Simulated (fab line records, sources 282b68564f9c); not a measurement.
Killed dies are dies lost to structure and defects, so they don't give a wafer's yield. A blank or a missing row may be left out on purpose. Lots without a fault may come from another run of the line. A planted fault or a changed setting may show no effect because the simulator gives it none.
Problem report in the 8D (eight disciplines) form, filled by code | flow rit_cmos | the parts of the form that need people (team, actions taken, sign-off) are left out

1. THE PROBLEM
ACTIVE_NITRIDE_THK at RIT_ACTIVE_THK_MEAS_04 reads a mean of 250.6 nm on 6 wafers of 2 lots; wafers without a fault read 149.3 nm with a standard deviation of 1.6. That is +63 standard deviations from the usual mean.
First seen on wafer L994.3, day 3 20:40, on film_metro-03. The record holds 42 wafers of 14 lots with a number at this step. Rule for "out", or "out of limits": more than 4 standard deviations from the usual mean. The other wafers with a number count as sound.

2. WHAT IT IS AND WHAT IT IS NOT
question                    | is                           | is not
which readings at this step | ACTIVE_NITRIDE_THK           | -
which lots                  | L994, L995                   | L103, L983, L984, L985, L986, L987, L988, L991, L992, L993, L996, L997
which wafers of those lots  | all that have a number       | -
read on which gauges        | film_metro-01, film_metro-03 | film_metro-02
when                        | from day 3 20:40             | up to then (27 sound wafers); but 9 sound wafers of L103, L996, L997 came after

3. SUSPECTS, AND WHAT RULES EACH OUT
Counting: a tool at a process step up to the reading stays a suspect if it ran every lot that is out and no sound lot after the first of them.
- the gauge at RIT_ACTIVE_THK_MEAS_04: ruled out. The wafers that are out were read on 2 gauges (film_metro-01, film_metro-03).
- lpcvd-01 at RIT_ACTIVE_CVD_03 (deposits Si3N4 from SiH2Cl2/NH3, target thk 150 nm, time 1500 s): kept. It ran every lot that is out, first L994 (day 3 19:14), and no sound lot after that; its last sound lot up to then is L993 (day 3 14:53). Its own readings are out on those wafers: spike_tc_centre_C, spike_tc_load_C, spike_tc_source_C, susceptor_temp_C.
Left after counting: lpcvd-01 at RIT_ACTIVE_CVD_03.

4. THE CAUSE (what the simulator had put in)
Process parameter drift: lpcvd-01, from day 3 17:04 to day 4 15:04, at RIT_ACTIVE_CVD_03. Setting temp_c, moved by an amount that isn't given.
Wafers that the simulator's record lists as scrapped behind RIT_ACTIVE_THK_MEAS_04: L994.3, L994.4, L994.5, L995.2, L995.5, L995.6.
Counting left only this tool.

5. THE CHAIN OF EFFECTS, in route order
Each row: a reading whose mean over the struck wafers that have a number lies more than 3 standard deviations from the usual. Only readings for which the record gives a usual standard deviation are gone through. hours: the time from each lot's start at the first step in this table that gives one to its start at this step, as a median over the lots. sigmas: the change in usual standard deviations.
hours | step                   | reading             | usual    | on struck wafers | change | sigmas
0     | RIT_ACTIVE_CVD_03      | spike_tc_centre_C   | 812.5 C  | 878.4            | +65.9  | +39
0     | RIT_ACTIVE_CVD_03      | spike_tc_load_C     | 833.5 C  | 896.3            | +62.8  | +45
0     | RIT_ACTIVE_CVD_03      | spike_tc_source_C   | 831.7 C  | 896.3            | +64.6  | +23
0     | RIT_ACTIVE_CVD_03      | susceptor_temp_C    | 810.1 C  | 874.0            | +63.9  | +99 or more
0     | RIT_ACTIVE_CVD_03      | zone_power_load_pct | 21.5 %   | 28.8             | +7.3   | +4.0
1     | RIT_ACTIVE_THK_MEAS_04 | ACTIVE_NITRIDE_THK  | 149.3 nm | 250.6            | +101.2 | +63
The process steps in it:
- RIT_ACTIVE_CVD_03: deposits Si3N4 from SiH2Cl2/NH3, target thk 150 nm, time 1500 s.

6. WHAT WOULD HAVE CAUGHT IT SOONER
In this record the first reading out of limits at a measuring or inspecting step was taken at day 3 20:40, 4 hours after the fault began at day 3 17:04.
The tool's own readings at RIT_ACTIVE_CVD_03 were out on every struck wafer that the step has a row for (spike_tc_centre_C, spike_tc_load_C, spike_tc_source_C, susceptor_temp_C): an alarm limit on them would have fired on the first of those.
Of the lots that are out (2), L995 began RIT_ACTIVE_CVD_03 on lpcvd-01 after day 3 20:40. A hold on the tool at that time would have spared it.
